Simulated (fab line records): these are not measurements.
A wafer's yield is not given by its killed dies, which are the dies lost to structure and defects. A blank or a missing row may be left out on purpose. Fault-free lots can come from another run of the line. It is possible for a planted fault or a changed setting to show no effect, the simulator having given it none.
Chamber matching + flow berkeley-cmos170 + 4 sister chambers for UCB170_ZERO_ETCH_06 on rie-diel-03
The step etches SiO2 in CHF3/CF4/Ar, time 12 s. 4 wafers are shown with their chamber, then 7 later ones without.

## WAFERS WITH THEIR CHAMBER
| wafer  | chamber | throttle-valve-pct (%) |
|--------|---------|------------------------|
| L470.3 | 2       | 9.26                   |
| L473.4 | 1       | 9.42                   |
| L475.1 | 3       | 9.27                   |
| L475.4 | 0       | 9.17                   |

## WAFERS MISSING THEIR CHAMBER
| wafer  | throttle-valve-pct (%) |
|--------|------------------------|
| L475.6 | 9.30                   |
| L476.1 | 9.25                   |
| L476.2 | 9.17                   |
| L476.6 | 9.25                   |
| L479.2 | 9.16                   |
| L479.4 | 9.27                   |
| L479.5 | 9.28                   |

## EACH ONE'S CHAMBER
| wafer  | from the rows above     | in truth |
|--------|-------------------------|----------|
| L475.6 | can't be placed: 3 or 2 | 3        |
| L476.1 | can't be placed: 2 or 3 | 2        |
| L476.2 | 0                       | 0        |
| L476.6 | can't be placed: 2 or 3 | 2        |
| L479.2 | 0                       | 0        |
| L479.4 | can't be placed: 3 or 2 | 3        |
| L479.5 | can't be placed: 3 or 2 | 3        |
2 of 7 placed correctly. Unplaceable from these rows: 5, with the true chamber sitting among the candidates in 5. Wrongly placed: 0.
How it was worked out, from the rows above alone: a wafer's distance from a chamber is the root of the sum, over the readings, of the square of ((its reading less the chamber's mean) divided by the reading's scatter). The wafer belongs to the nearest chamber; if the next one is less than 2 further off, it can't be placed. For every chamber, the mean is computed from those of its wafers that are shown. The scatter (one wafer shown for each chamber): square how far every hidden wafer sits from the nearest shown wafer, average those squares and take the square root.
